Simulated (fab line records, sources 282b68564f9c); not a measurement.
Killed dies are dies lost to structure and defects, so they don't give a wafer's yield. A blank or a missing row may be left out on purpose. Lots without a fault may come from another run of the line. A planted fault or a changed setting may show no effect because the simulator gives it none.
One fault seen from 2 desks | flow rit_cmos | each desk has only its own numbers; what lay behind them comes last

THE METROLOGY DESK
What the gauges read, lot by lot, whatever tool the lot ran on: means of the sampled wafers that have a number. A lot is out of limits, marked OUT, if its mean lies more than 4 standard deviations from the usual mean; the brackets give that distance.
Columns: A = PSD_RS at RIT_SDANNEAL_RS_MEAS_04, usual 115.82 ohm/sq
lot  | first seen here | A
L215 | day 3 12:18     | 115.93
L216 | day 3 16:55     | 115.62
L217 | day 3 18:37     | 115.90
L218 | day 4 02:22     | 116.33
L220 | day 4 10:04     | 115.54
L221 | day 4 13:20     | 115.71
L222 | day 4 22:26     | 115.90
L224 | day 5 07:53     | 115.76
L226 | day 5 18:58     | 120.47 (+16) OUT
L229 | day 6 06:11     | 120.20 (+15) OUT
L231 | day 6 15:37     | 115.40
L234 | day 7 10:50     | 116.15
L235 | day 7 12:32     | 115.63
L237 | day 7 22:04     | 115.58
This desk's finding: out of limits on L226, L229; first on L226, day 5 18:58 (PSD_RS at RIT_SDANNEAL_RS_MEAS_04). In limits: L215, L216, L217, L218, L220, L221, L222, L224, L231, L234, L235, L237.

THE TOOL OWNER'S DESK: implanter-03
The tool's own readings at RIT_PSD_IMPLANT_08: means of the sampled wafers that have a number, for each lot that ran on this tool. A lot is out of limits, marked OUT, if its mean lies more than 4 standard deviations from the usual mean; the brackets give that distance.
Columns: A = beam_energy_keV at RIT_PSD_IMPLANT_08, usual 26.999
lot  | first seen here | A
L216 | day 3 16:06     | 26.998
L217 | day 3 17:47     | 26.992
L218 | day 4 01:32     | 27.013
L220 | day 4 09:14     | 27.008
L226 | day 5 18:10     | 25.116 (-99 or more) OUT
L229 | day 6 05:22     | 25.103 (-99 or more) OUT
This desk's finding: out of limits on L226, L229; first on L226, day 5 18:10 (beam_energy_keV at RIT_PSD_IMPLANT_08). In limits: L216, L217, L218, L220.

PUT TOGETHER
The tool owner's desk could have raised an alarm at day 5 18:10, on L226, L229.
The metrology desk could have raised an alarm at day 5 18:58, on L226, L229.
Of the lots named, all ran RIT_PSD_IMPLANT_08 on implanter-03.

WHAT THE SIMULATOR HAD PUT IN
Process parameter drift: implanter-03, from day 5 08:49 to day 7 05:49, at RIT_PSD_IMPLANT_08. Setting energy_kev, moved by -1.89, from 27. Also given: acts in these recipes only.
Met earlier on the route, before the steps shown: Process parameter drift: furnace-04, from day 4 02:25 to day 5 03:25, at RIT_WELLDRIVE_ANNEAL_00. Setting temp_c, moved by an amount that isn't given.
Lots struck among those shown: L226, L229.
Hours from the fault's start to each desk's first reading out of limits: the tool owner's desk, 9; the metrology desk, 10.
